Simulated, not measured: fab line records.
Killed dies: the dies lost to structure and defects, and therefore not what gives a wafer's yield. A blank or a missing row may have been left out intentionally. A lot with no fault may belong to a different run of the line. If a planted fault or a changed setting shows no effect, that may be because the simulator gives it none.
fab line records	flow rit_cmos
record: lots: 6	wafers: 18	last_day: 7
route steps=202 shown CONTACT@183 M1@184
lots with no fault: from the same line, run without faults
start_h: hours from the record's opening day to when the first of the lot's shown wafers began	wait_h: hours elapsed since this lot's preceding step	" the same as in the row above	L1.1+2: a row that stands for several wafers	- no value, or no start given	* or withheld: withheld	< > ~ a bound
route shown NAME@n: NAME is a module with steps in the file, n the number in the route of the first one	usual: mean/standard deviation taken from wafers without a fault	same: alike in all rows	chamber/n: place in a boat	sites: the reading at each site	_std_site: standard deviation of those values	_edge_site: the outer-site mean with the inner-site mean subtracted	radius_mm: for every site, how far away it sits from the centre of the wafer	mask NAME#n: copy n	behind: the most recent tool/chamber to have shaped the wafer	hold: reason for holding the lot/hours on hold/outcome of the hold	device: whichever transistor did not switch (one of n, p or np)	end of line: the route-end tests of the same wafers	for a step that has no rows: nothing shown but its recipe	killed: dies lost to structure and defects at the first sort, not the wafer's yield	map: a wafer's dies, marking killed ones x, the rest . and places with no die _
set.NAME: the setting the step ran with; set.NAME@STEP: the setting that earlier step ran with	model.NAME: the simulator's own value behind a step, which no gauge read
certain route steps with their lots: each step a table, each wafer a row
services: the hour from which a tool's chamber was out of use, counted from the record's first day as start_h (under 0 if before that day), plus the number of hours and why
== steps ==
step: RIT_CONTACT_CLEAN_14
recipe: chemistry: SC2	mix: 3:3:50	time_s: 600	temp_c: 75	dry: n2_spin
step: RIT_M1_SPUTTER_00
recipe: material: Al	target_thk_nm: 400	power_w: 2000	chamber_pressure_pa: 0.4	gas: Ar	time_s: 500	substrate_temp_c: 25
usual: throttle_valve_pct: 29.9/0.86
lot.wafer	tool	chamber	start_h	wait_h	throttle_valve_pct
L720.1	pvd_sputter-02	-	62.48	0.0	29.3
L720.4	"	-	"	"	29.9
L720.5	"	-	"	"	29.2
L724.1	pvd_sputter-02	-	84.90	0.0	29.3
L724.3	"	-	"	"	29.8
L724.4	"	-	"	"	30.5
L723.1	pvd_sputter-03	-	86.39	0.0	28.1
L723.2	"	-	"	"	30.8
L723.3	"	-	"	"	31.0
L727.1	pvd_sputter-04	-	99.85	0.0	30.4
L727.5	"	-	"	"	30.5
L727.6	"	-	"	"	30.3
L737.2	pvd_sputter-02	-	149.79	0.0	30.2
L737.3	"	-	"	"	30.4
L737.5	"	-	"	"	30.1
L742.2	pvd_sputter-03	-	171.13	0.0	31.1
L742.4	"	-	"	"	29.2
L742.5	"	-	"	"	30.7
step: RIT_M1_RS_MEAS_01
recipe: thk_meas_gauge: four-point-probe	reads: Al_of_M1_SPUTTER_00
usual: M1_AL_RS: 0.0735/0.00095
lot.wafer	tool	chamber	start_h	wait_h	M1_AL_RS[ohm/sq]
L720.1	film_metro-03	-	62.77	0.1	0.0719
L720.4	"	-	"	"	0.0713
L720.5	"	-	"	"	0.0721
L724.1	film_metro-02	-	85.19	0.1	0.0722
L724.3	"	-	"	"	0.0718
L724.4	"	-	"	"	0.0729
L723.1	film_metro-04	-	86.68	0.1	0.0738
L723.2	"	-	"	"	0.0740
L723.3	"	-	"	"	0.0738
L727.1	film_metro-03	-	100.14	0.1	0.0723
L727.5	"	-	"	"	0.0729
L727.6	"	-	"	"	0.0723
L737.2	film_metro-03	-	150.10	0.2	0.0734
L737.3	"	-	"	"	0.0742
L737.5	"	-	"	"	0.0737
L742.2	film_metro-02	-	171.45	0.2	0.0746
L742.4	"	-	"	"	0.0747
L742.5	"	-	"	"	0.0740
step: RIT_M1_THK_MEAS_02
recipe: thk_meas_gauge: xrf	reads: Al_of_M1_SPUTTER_00
usual: M1_AL_THK: 396/5.4
lot.wafer	tool	chamber	start_h	wait_h	M1_AL_THK[nm]
L720.1	film_metro-03	-	62.89	0.1	404
L720.4	"	-	"	"	406
L720.5	"	-	"	"	402
L724.1	film_metro-02	-	85.31	0.1	401
L724.3	"	-	"	"	405
L724.4	"	-	"	"	397
L723.1	film_metro-04	-	86.80	0.1	397
L723.2	"	-	"	"	395
L723.3	"	-	"	"	394
L727.1	film_metro-03	-	100.26	0.1	399
L727.5	"	-	"	"	398
L727.6	"	-	"	"	402
L737.2	film_metro-03	-	150.21	0.1	393
L737.3	"	-	"	"	391
L737.5	"	-	"	"	395
L742.2	film_metro-02	-	171.56	0.1	390
L742.4	"	-	"	"	388
L742.5	"	-	"	"	393
step: RIT_M1_HMDS_03
recipe: prime_time_s: 60	prime_temp_c: 140
step: RIT_M1_COAT_04
recipe: resist: NOVOLAK	spin_rpm: 2000	resist_thk_nm: 1300
step: RIT_M1_SOFTBAKE_05
recipe: resist: NOVOLAK	temp_c: 90	time_s: 60
step: RIT_M1_EXPOSE_06
recipe: mask_id: M12	na: 0.6	source_shape: conventional	sigma_outer: 0.5	target_cd_nm: 2600	dose_mj: 250
step: RIT_M1_PEB_07
recipe: resist: NOVOLAK	temp_c: withheld	time_s: withheld
step: RIT_M1_DEVELOP_08
recipe: resist: NOVOLAK	develop_time_s: 68	dev_temp_c: 23.77
step: RIT_M1_CD_MEAS_09
recipe: target_cd_nm: 2600
usual: cd_nm: 2600.0/2.3
lot.wafer	tool	chamber	start_h	wait_h	cd_nm
L720.1	cd_sem-02	-	63.83	-	2601.5
L720.4	"	-	"	"	2600.8
L720.5	"	-	"	"	2600.3
L724.1	cd_sem-01	-	86.38	-	2597.5
L724.3	"	-	"	"	2599.4
L724.4	"	-	"	"	2599.4
L723.1	cd_sem-01	-	87.74	-	2603.0
L723.2	"	-	"	"	2603.0
L723.3	"	-	"	"	2603.0
L727.1	cd_sem-01	-	101.20	-	2602.3
L727.5	"	-	"	"	2599.9
L727.6	"	-	"	"	2599.2
L737.2	cd_sem-01	-	151.29	-	2600.6
L737.3	"	-	"	"	2598.6
L737.5	"	-	"	"	2598.7
L742.2	cd_sem-01	-	172.63	-	2599.3
L742.4	"	-	"	"	2601.3
L742.5	"	-	"	"	2599.6
step: RIT_M1_OVL_MEAS_10
usual: M1_OVL: -0.4/1.5
lot.wafer	tool	chamber	start_h	wait_h	M1_OVL[nm]
L720.1	overlay-02	-	63.95	0.1	0.0
L720.4	"	-	"	"	1.1
L720.5	"	-	"	"	-1.2
L724.1	overlay-02	-	86.50	0.1	-2.4
L724.3	"	-	"	"	-2.0
L724.4	"	-	"	"	-1.8
L723.1	overlay-02	-	87.86	0.1	-0.8
L723.2	"	-	"	"	-1.7
L723.3	"	-	"	"	-0.7
L727.1	overlay-01	-	101.32	0.1	-2.7
L727.5	"	-	"	"	-3.3
L727.6	"	-	"	"	-1.0
L737.2	overlay-01	-	151.40	0.1	1.0
L737.3	"	-	"	"	-0.1
L737.5	"	-	"	"	-2.6
L742.2	overlay-02	-	172.74	0.1	-3.5
L742.4	"	-	"	"	-3.5
L742.5	"	-	"	"	-1.8
step: RIT_M1_HARDBAKE_11
recipe: resist: NOVOLAK	temp_c: 140	time_s: 120
usual: heater_power_total_W: 52.03/0.06	plate_temp_C: 140.01/0.14
lot.wafer	tool	chamber	start_h	wait_h	heater_power_total_W	plate_temp_C
L720.1	litho_track-01	0	63.99	0.0	52.00	140.17
L720.4	"	0	"	"	51.96	140.02
L720.5	"	0	"	"	52.07	140.34
L724.1	litho_track-02	0	86.53	0.0	52.01	139.92
L724.3	"	0	"	"	52.06	140.07
L724.4	"	0	"	"	52.06	140.17
L723.1	litho_track-01	0	87.90	0.0	53.42	143.00
L723.2	"	0	"	"	53.45	142.95
L723.3	"	0	"	"	53.34	142.97
L727.1	litho_track-01	0	101.44	0.1	53.46	142.98
L727.5	"	0	"	"	53.47	142.80
L727.6	"	0	"	"	53.52	143.24
L737.2	litho_track-02	0	151.47	0.1	51.98	139.69
L737.3	"	0	"	"	52.09	139.82
L737.5	"	0	"	"	52.01	140.05
L742.2	litho_track-02	0	172.90	0.2	51.94	139.99
L742.4	"	0	"	"	52.10	139.81
L742.5	"	0	"	"	52.07	140.13
step: RIT_M1_METAL_ETCH_12
recipe: stop_on: SiO2	chemistry: Cl2/BCl3	target: Al	time_s: 165	over_etch_frac: 0.5	pressure_mtorr: 100	target_depth_a: 6000	rf_w: 250	Cl2_flow_sccm: 60	bcl3_flow_sccm: 50
usual: bcl3_flow_sccm: 50.01/0.15	drypump_motor_current_A: 5.70/0.27	oes_product_au: 0.773/0.014	throttle_valve_pct: 8.36/0.1
lot.wafer	tool	chamber	start_h	wait_h	bcl3_flow_sccm	drypump_motor_current_A	oes_product_au	rf_hours_counter_h	throttle_valve_pct
L720.1	rie_metal-04	0	64.24	0.2	49.91	5.89	0.788	32	8.38
L720.4	"	1	"	"	50.14	5.60	0.801	-	8.49
L720.5	"	0	"	"	49.86	5.90	0.784	-	8.39
L724.1	rie_metal-04	1	86.78	0.2	49.87	5.62	0.805	32	8.49
L724.3	"	0	"	"	49.97	5.88	0.793	-	8.39
L724.4	"	1	"	"	49.93	5.59	0.791	-	8.50
L723.1	rie_metal-02	0	88.15	0.2	50.05	6.12	0.755	3	8.32
L723.2	"	1	"	"	49.79	5.75	0.784	3	8.48
L723.3	"	1	"	"	49.85	5.70	0.774	-	8.50
L727.1	rie_metal-02	0	101.69	0.2	50.09	6.12	0.756	3	8.31
L727.5	"	1	"	"	50.13	5.75	0.786	-	8.50
L727.6	"	0	"	"	50.09	6.11	0.753	-	8.32
L737.2	rie_metal-02	1	151.68	0.2	49.99	5.74	0.783	3	8.50
L737.3	"	0	"	"	50.20	6.13	0.759	-	8.31
L737.5	"	1	"	"	49.93	5.75	0.777	-	8.49
L742.2	rie_metal-02	1	173.11	0.2	50.15	5.77	0.775	4	8.50
L742.4	"	1	"	"	49.87	5.76	0.763	-	8.50
L742.5	"	0	"	"	50.08	6.11	0.754	-	8.32
step: RIT_M1_PROBE_99
usual: defect_limited_yield: 97.1/1.2	killed_at_contacts: 0.1/0.31	killed_at_front_end: 8/3.1	killed_dies: 8/3.2	killed_open: 3.9/2.2	killed_short: 3.8/2.1	sort_bin_3_pad_short: 0.1/0.23	sort_bin_5_function: 1.7/0.86	sort_bin_6_memory: 1.1/0.7	sort_n_pass: 256/3.2	sort_yield_pct: 97.1/1.2
same: gross_dies: 264	killed_at_M0_to_M3: 0	killed_at_M4_up: 0	killed_at_back_side: 0	killed_at_other: 0
lot.wafer	tool	chamber	start_h	wait_h	defect_limited_yield[%]	killed_at_contacts	killed_at_front_end	killed_dies	killed_open	killed_short	sort_bin_3_pad_short[%]	sort_bin_5_function[%]	sort_bin_6_memory[%]	sort_n_pass	sort_yield_pct[%]
L720.1	prober-01	-	66.49	0.1	98.9	0	3	3	2	1	0	0.4	0.8	261	98.9
L720.4	prober-01	-	66.64	0.2	99.2	0	2	2	1	1	0	0.4	0.4	262	99.2
L720.5	prober-01	-	66.69	0.2	96.6	0	9	9	4	5	0	1.9	1.5	255	96.6
L724.1	prober-02	-	89.03	0.1	98.1	1	4	5	1	4	0	1.1	0.8	259	98.1
L724.3	prober-02	-	89.13	0.2	97.0	0	8	8	4	4	0.4	1.1	1.5	256	97.0
L724.4	prober-02	-	89.18	0.2	98.5	0	4	4	3	1	0	1.5	0	260	98.5
L723.1	prober-01	-	90.53	0.1	95.8	0	11	11	6	5	0.8	1.5	1.9	253	95.8
L723.2	prober-01	-	90.58	0.1	96.2	0	10	10	3	7	0.4	1.5	1.9	254	96.2
L723.3	prober-01	-	90.63	0.2	97.3	0	7	7	1	6	0	2.3	0.4	257	97.3
L727.1	prober-02	-	108.59	0.1	95.5	0	12	12	6	6	0	3.4	1.1	252	95.5
L727.5	prober-02	-	108.79	0.2	97.3	0	7	7	3	4	0.4	1.9	0.4	257	97.3
L727.6	prober-02	-	108.84	0.2	97.0	0	8	8	4	4	0.4	0.8	1.9	256	97.0
L742.2	prober-01	-	175.42	0.1	99.6	0	1	1	0	1	0.4	0	0	263	99.6
L742.4	prober-01	-	175.52	0.2	97.7	0	6	6	6	0	0	1.1	1.1	258	97.7
L742.5	prober-01	-	175.57	0.2	99.2	0	2	2	1	1	0	0.8	0	262	99.2
killed by level:class
L720.1 FOX1:geometric_particle:short=1 REOX:geometric_particle:open=1 SILICIDE:geometric_particle:open=1
L720.4 GATE:geometric_particle:open=1 GATE:geometric_particle:short=1
L720.5 GATE:geometric_particle:open=3 SILICIDE:geometric_particle:short=3 FOX1:geometric_particle:short=1 GATE:geometric_particle:short=1 SILICIDE:geometric_particle:open=1
L724.1 REOX:geometric_particle:short=2 FOX1:geometric_particle:open=1 GATE:geometric_particle:short=1 CONTACT:geometric_particle:short=1
L724.3 FOX2:geometric_particle:short=2 GATE:geometric_particle:open=2 FOX1:geometric_particle:open=1 GATE:geometric_particle:short=1 SPACER:geometric_particle:short=1 SPACER:geometric_particle:open=1
L724.4 SPACER:geometric_particle:open=2 FOX1:geometric_particle:open=1 SPACER:geometric_particle:short=1
L723.1 GATE:geometric_particle:short=3 GATE:geometric_particle:open=2 SPACER:geometric_particle:open=2 FOX2:geometric_particle:short=1 FOX2:geometric_particle:open=1 SPACER:geometric_particle:short=1 SILICIDE:geometric_particle:open=1
L723.2 GATE:geometric_particle:short=4 SPACER:geometric_particle:open=2 FOX1:geometric_particle:short=1 FOX1:geometric_particle:open=1 FOX2:geometric_particle:short=1 SPACER:geometric_particle:short=1
L723.3 FOX1:geometric_particle:short=2 SPACER:geometric_particle:short=2 FOX2:geometric_particle:short=1 GATE:geometric_particle:short=1 SPACER:geometric_particle:open=1
L727.1 GATE:geometric_particle:open=4 GATE:geometric_particle:short=2 SPACER:geometric_particle:short=2 FOX1:geometric_particle:short=1 REOX:geometric_particle:open=1 REOX:geometric_particle:short=1 SILICIDE:geometric_particle:open=1
L727.5 SILICIDE:geometric_particle:open=2 SILICIDE:geometric_particle:short=2 FOX2:geometric_particle:open=1 GATE:geometric_particle:short=1 SPACER:geometric_particle:short=1
L727.6 FOX1:geometric_particle:short=2 FOX2:geometric_particle:open=2 FOX2:geometric_particle:short=1 REOX:geometric_particle:open=1 SILICIDE:geometric_particle:open=1 SILICIDE:geometric_particle:short=1
L742.2 FOX1:geometric_particle:short=1
L742.4 GATE:geometric_particle:open=2 FOX1:geometric_particle:open=1 FOX2:geometric_particle:open=1 REOX:geometric_particle:open=1 SPACER:geometric_particle:open=1
L742.5 GATE:geometric_particle:open=1 REOX:geometric_particle:short=1
== services ==
tool	chamber	start_h	hours	kind
pvd_sputter-02	-	39.71	1.7	repair
rie_metal-02	-	119.93	2.8	pm
rie_metal-04	-	136.12	20.0	pm
rie_metal-04	0	136.12	20.0	vent_cycle
rie_metal-04	1	136.12	20.0	vent_cycle
rie_metal-04	0	156.12	-	clean
rie_metal-04	1	156.12	-	clean
pvd_sputter-04	-	159.96	7.0	repair
== key ==
first_sign: step: RIT_M1_HARDBAKE_11	reading: heater_power_total_W	direction: up	sigmas: 24	usual: 52.03	struck: 53.44
effect: step: RIT_M1_HARDBAKE_11	reading: plate_temp_C	direction: up	sigmas: 21	usual: *	struck: *
met_at RIT_M1_HARDBAKE_11
struck_wafers L723.1,L723.2,L723.3,L727.1,L727.5,L727.6
onset_between 63.99 87.90
fault: kind: process_parameter_drift	tool: litho_track-01	chamber: -	onset_h: 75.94	steps: RIT_M1_HARDBAKE_11	channel: temp_c	offset: *	shape: step	end_h: 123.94	acts_in: *	stated: *
